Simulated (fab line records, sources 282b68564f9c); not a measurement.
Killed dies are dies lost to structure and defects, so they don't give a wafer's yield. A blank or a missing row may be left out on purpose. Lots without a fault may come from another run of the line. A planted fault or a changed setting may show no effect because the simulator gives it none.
A struck lot beside a sound one | flow rit_cmos | 17 steps out of a route of 202
Sound: wafers L429.1, L429.3, L429.6. Struck: wafers L439.2, L439.3, L439.5. The cause comes at the end.
At each step with rows: each side's tool, then ch and its chambers, then its first start. Under that, the readings that differ: sound wafers | struck wafers | difference of the means | sigmas: that difference in standard deviations of wafers without a fault.
alike: readings whose means differ by less than 2 such deviations, and words and numbers that are the same on both sides. not compared: withheld readings, readings that some wafer has no value for, bounds like >300 that may hide the same value, and numbers for which the record gives no deviation and whose values overlap.
The two part at a step that has a row with sigmas, a row that says differs or no value, or rows on one side only. Numbers that don't overlap but have no deviation are shown without sigmas and don't part them. A reading that every wafer of one side lacks parts them only if that side has two wafers or more.

first, 1 step without rows for these wafers: RIT_PSD_IMPLANT_08.
RIT_PSD_STRIP_09: strips in O2, time 180 s.
  sound on plasma_asher-02 ch 0,1, day 5 06:20; struck on plasma_asher-02 ch 0, day 7 14:04
  alike: drypump_motor_current_A
  not compared: rf_hours_counter_h
RIT_PSD_TW_MEAS_10:
  sound on film_metro-01, day 5 06:31; struck on film_metro-02, day 7 14:14
  alike: PSD_TW
then, 3 steps without rows for these wafers: RIT_SDANNEAL_CLEAN_00 (cleans in SC1, time 600 s); RIT_SDANNEAL_CLEAN_01 (cleans in dHF, time 30 s); RIT_SDANNEAL_CLEAN_02 (cleans in SC2, time 600 s).
RIT_SDANNEAL_RTA_03: time 5 s.
  sound on rtp_anneal-02 ch 0, day 5 06:56; struck on rtp_anneal-02 ch 0, day 7 14:42
  alike: ramp_up_c_per_s, wafer_temp_C_max
RIT_SDANNEAL_RS_MEAS_04: measures by four-point-probe.
  sound on film_metro-04, day 5 07:00; struck on film_metro-01, day 7 14:47
  alike: PSD_RS
RIT_SDANNEAL_RS_MEAS_05: measures by four-point-probe.
  sound on film_metro-04, day 5 07:07; struck on film_metro-01, day 7 14:55
  alike: NSD_RS
RIT_SDANNEAL_RS_MEAS_06: measures by four-point-probe.
  sound on film_metro-04, day 5 07:14; struck on film_metro-01, day 7 15:02
  alike: PLDD_RS
RIT_SDANNEAL_RS_MEAS_07: measures by four-point-probe.
  sound on film_metro-04, day 5 07:22; struck on film_metro-01, day 7 15:09
  alike: NLDD_RS
then, 1 step without rows for these wafers: RIT_SILICIDE_WET_ETCH_00 (etches SiO2 in BOE, target depth 14 nm, time 15 s).
RIT_SILICIDE_SPUTTER_01: material Ti, target thk 30 nm, time 240 s.
  sound on pvd_sputter-02, day 5 07:29; struck on pvd_sputter-03, day 7 15:16
  reading                                     | sound                | struck               | difference | sigmas
  cathode_dc_power_W (W)                      | 349.93 349.96 349.89 | 318.24 318.13 318.21 | -31.73     | -99 or more
  model.Ti_of_SILICIDE_SPUTTER_01.thk_nm (nm) | 29.51 30.13 29.57    | 27.09 26.91 27.04    | -2.72      |
  alike: throttle_valve_pct
RIT_SILICIDE_RS_MEAS_02: measures by four-point-probe.
  sound on film_metro-01, day 5 07:38; struck on film_metro-01, day 7 15:43
  reading                 | sound          | struck         | difference | sigmas
  SILICIDE_TI_RS (ohm/sq) | 48.9 47.7 48.8 | 55.0 55.5 55.1 | +6.7       | +8
  not compared: hold
RIT_SILICIDE_THK_MEAS_03: measures by xrf.
  sound on film_metro-01, day 5 07:46; struck on film_metro-01, day 7 16:52
  reading              | sound          | struck         | difference | sigmas
  SILICIDE_TI_THK (nm) | 29.0 29.5 29.2 | 26.5 26.3 26.7 | -2.7       | -6
  not compared: hold
RIT_SILICIDE_RTA_04: time 10 s, ramp up 5 s, ramp down 5 s.
  sound on rtp_anneal-01 ch 0, day 5 07:49; struck on rtp_anneal-01 ch 0, day 7 19:55
  reading | sound | struck                                                                     | difference                   | sigmas
  hold    | - - - | await_dispo/3.0h/release await_dispo/3.0h/release await_dispo/3.0h/release | no value on the sound wafers |
  alike: wafer_temp_C_max
RIT_M1_PROBE_99:
  the record has rows for the struck wafers here (prober-01, day 8 04:28) and none for the sound ones

WHERE THEY PART
First at RIT_SILICIDE_SPUTTER_01; last, within this record, at RIT_M1_PROBE_99.

WHY: what the simulator had put in
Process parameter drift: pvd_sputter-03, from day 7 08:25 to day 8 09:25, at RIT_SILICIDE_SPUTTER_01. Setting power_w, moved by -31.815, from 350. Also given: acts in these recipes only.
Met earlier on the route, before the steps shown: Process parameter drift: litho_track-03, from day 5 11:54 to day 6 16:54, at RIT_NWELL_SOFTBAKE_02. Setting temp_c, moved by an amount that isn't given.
